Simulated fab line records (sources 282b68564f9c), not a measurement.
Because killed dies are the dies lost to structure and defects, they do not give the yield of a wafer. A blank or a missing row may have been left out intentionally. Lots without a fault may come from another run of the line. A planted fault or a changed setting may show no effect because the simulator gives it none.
A lot that was struck, set against a sound lot || flow ritCmos || 2 out of 202 route steps
Sound: wafers L830.2, L830.4, L830.5. Wafers struck: L845.1, L845.5, L845.6. The cause comes at the end.
For every step that has rows: the tool of each side, followed by ch and its chambers, followed by its first start. Under that, the readings that differ: sound wafers || struck wafers || difference of the means || sigmas: that difference in standard deviations of wafers without a fault.
alike: a reading whose means differ by less than 2 such deviations, as well as words and numbers matching on both sides. not compared: withheld readings; readings where some wafer has no value; bounds like >300 that might hide an equal value; numbers whose values overlap and for which the record gives no deviation.
A row with sigmas, a row that says differs or no value, or rows on one side alone: a step with any of these is where the two part. When numbers do not overlap yet have no deviation, they are printed without sigmas and do not part them. A reading that every wafer of one side lacks parts them only if that side has two wafers or more.

RIT_ACTIVE_BOW_MEAS_00:
  sound: filmMetro-02 at day 2 16:01; struck: filmMetro-02 at day 5 19:00
  alike: INCOMING_BOW
RIT_ACTIVE_OXIDATION_01: target thk 46.8 nm, ox time 3360 s.
  struck on furnace-03, day 5 19:11; sound on furnace-03 ch 0, day 2 16:14
  no value came back on the struck wafers for oxTempC (C), oxTempCMax, oxTimeS (s); on the sound wafers oxTempC (C) reads 1000.2 1000.1 1000.8

== WHERE THEY PART ==
At RIT_ACTIVE_OXIDATION_01 and nowhere else, as far as this record goes.

WHY: the cause the simulator had injected
Beginning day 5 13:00, the whole step at RIT_ACTIVE_OXIDATION_01 was skipped on furnace-03. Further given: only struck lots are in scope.
